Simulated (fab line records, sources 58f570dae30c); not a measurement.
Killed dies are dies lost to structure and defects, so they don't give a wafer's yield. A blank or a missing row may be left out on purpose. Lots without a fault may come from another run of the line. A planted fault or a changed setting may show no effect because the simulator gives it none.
Split-lot experiment | flow berkeley_cmos170 | 5 lots, 23 wafers read, on a route of 331 steps

THE SPLIT
At UCB170_NLDD_COAT_01 (resist thk 900 nm), the setting spin_rpm was moved away from the recipe's 1500 rpm on 9 of the 23 wafers read, by -6.5% to +6.3%. The other wafers ran this setting at the recipe's value.

The reading is taken at the split's own step.

THE READING
KrF_of_NLDD_COAT_01.thk_nm (the simulator's own value, which no gauge read), in nm, at UCB170_NLDD_COAT_01 (resist thk 900 nm). The file gives no usual value for it. The 14 wafers here that ran the recipe average 901.1 nm, standard deviation 2.6 nm.

wafer  | tool, chamber at the split | spin_rpm as run, rpm | against the recipe | KrF_of_NLDD_COAT_01.thk_nm, nm | against lot-mates on the recipe
L074.3 | litho_track-04, 0          | 1500                 | recipe             | 901.9                          | -
L074.4 | litho_track-04, 0          | 1500                 | recipe             | 897.5                          | -
L074.5 | litho_track-04, 0          | 1500                 | recipe             | 900.7                          | -
L077.2 | litho_track-04, 0          | 1434                 | -4.4%              | 921.8                          | +21.9
L077.3 | litho_track-04, 0          | 1500                 | recipe             | 898.4                          | -
L077.4 | litho_track-04, 0          | 1500                 | recipe             | 899.8                          | -
L077.5 | litho_track-04, 0          | 1500                 | recipe             | 901.4                          | -
L077.6 | litho_track-04, 0          | 1434                 | -4.4%              | 920                            | +20.1
L082.1 | litho_track-03, 0          | 1500                 | recipe             | 903.7                          | -
L082.2 | litho_track-03, 0          | 1500                 | recipe             | 902.9                          | -
L082.3 | litho_track-03, 0          | 1575                 | +5.0%              | 884                            | -19.7
L082.4 | litho_track-03, 0          | 1500                 | recipe             | 904.5                          | -
L082.5 | litho_track-03, 0          | 1575                 | +5.0%              | 881.4                          | -22.3
L081.1 | litho_track-01, 0          | 1500                 | recipe             | 897                            | -
L081.2 | litho_track-01, 0          | 1402                 | -6.5%              | 931                            | +32.4
L081.3 | litho_track-01, 0          | 1402                 | -6.5%              | 931.6                          | +33.0
L081.4 | litho_track-01, 0          | 1500                 | recipe             | 898.7                          | -
L081.6 | litho_track-01, 0          | 1500                 | recipe             | 900.1                          | -
L085.1 | litho_track-03, 0          | 1500                 | recipe             | 905.5                          | -
L085.2 | litho_track-03, 0          | 1594                 | +6.3%              | 876.4                          | -28.0
L085.3 | litho_track-03, 0          | 1594                 | +6.3%              | 876.6                          | -27.8
L085.4 | litho_track-03, 0          | 1500                 | recipe             | 903.3                          | -
L085.6 | litho_track-03, 0          | 1594                 | +6.3%              | 877.7                          | -26.7

THE FIT
A straight line over all 23 wafers: KrF_of_NLDD_COAT_01.thk_nm changes by -4.16 nm for each +1% of spin_rpm; r = -0.99; the points scatter about the line by 2.5 nm.
The same after taking each lot's own level away (the mean of its wafers on the recipe; 23 wafers): -4.6 nm for each +1%; r = -1.00; scatter 1.5 nm.
On that fit, the largest move of spin_rpm shifts the reading by 30 nm.
The lots' own levels span 898.60 to 904.40 nm, that is 2.3 times the standard deviation above.
So the lot-to-lot level changes the slope little: the two slopes agree.
Check: with one of the wafers moved furthest among these (-6.5%) left out of the fit, the line predicts +30.3 nm for it against its lot-mates. It came out at +32.4 nm against them.

OTHER SPLITS ON THESE WAFERS
These wafers also went through other splits before the reading. Each is held against what the fit with the lots' levels taken away leaves over:
other split on the same wafers        | wafers away from the commonest value | r with KrF_of_NLDD_COAT_01.thk_nm (lot level and that fit taken away)
UCB170_PWELL_CVD_05 sih2cl2_flow_sccm | 18                                   | -0.01
UCB170_ACTIVE_PEB_11 peb_temp_c       | 5                                    | +0.15
UCB170_SACOX_OXIDATION_01 ox_time_s   | 15                                   | +0.12
UCB170_NVT_IMPLANT_07 energy_kev      | 9                                    | -0.18
UCB170_GATE_EXPOSE_09 dose_mj         | 8                                    | -0.08
UCB170_PLDD_EXPOSE_03 dose_mj         | 7                                    | -0.20

THE WHOLE CHAIN: every reading that the file lists as answering this split, in the file's order
step                 | what it does      | reading                                                                     | change (the file's fit)              | r (the file's)
UCB170_NLDD_COAT_01  | resist thk 900 nm | KrF_of_NLDD_COAT_01.thk_nm (the simulator's own value, which no gauge read) | -4.62 nm for each +1% of the setting | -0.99
UCB170_NLDD_STRIP_10 | strips in O2      | strip_time_to_endpoint_s                                                    | withheld for each +1% of the setting | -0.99

THE FILE'S OWN FIT
KrF_of_NLDD_COAT_01.thk_nm changes by -4.62 nm for each +1% of spin_rpm, r = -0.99.
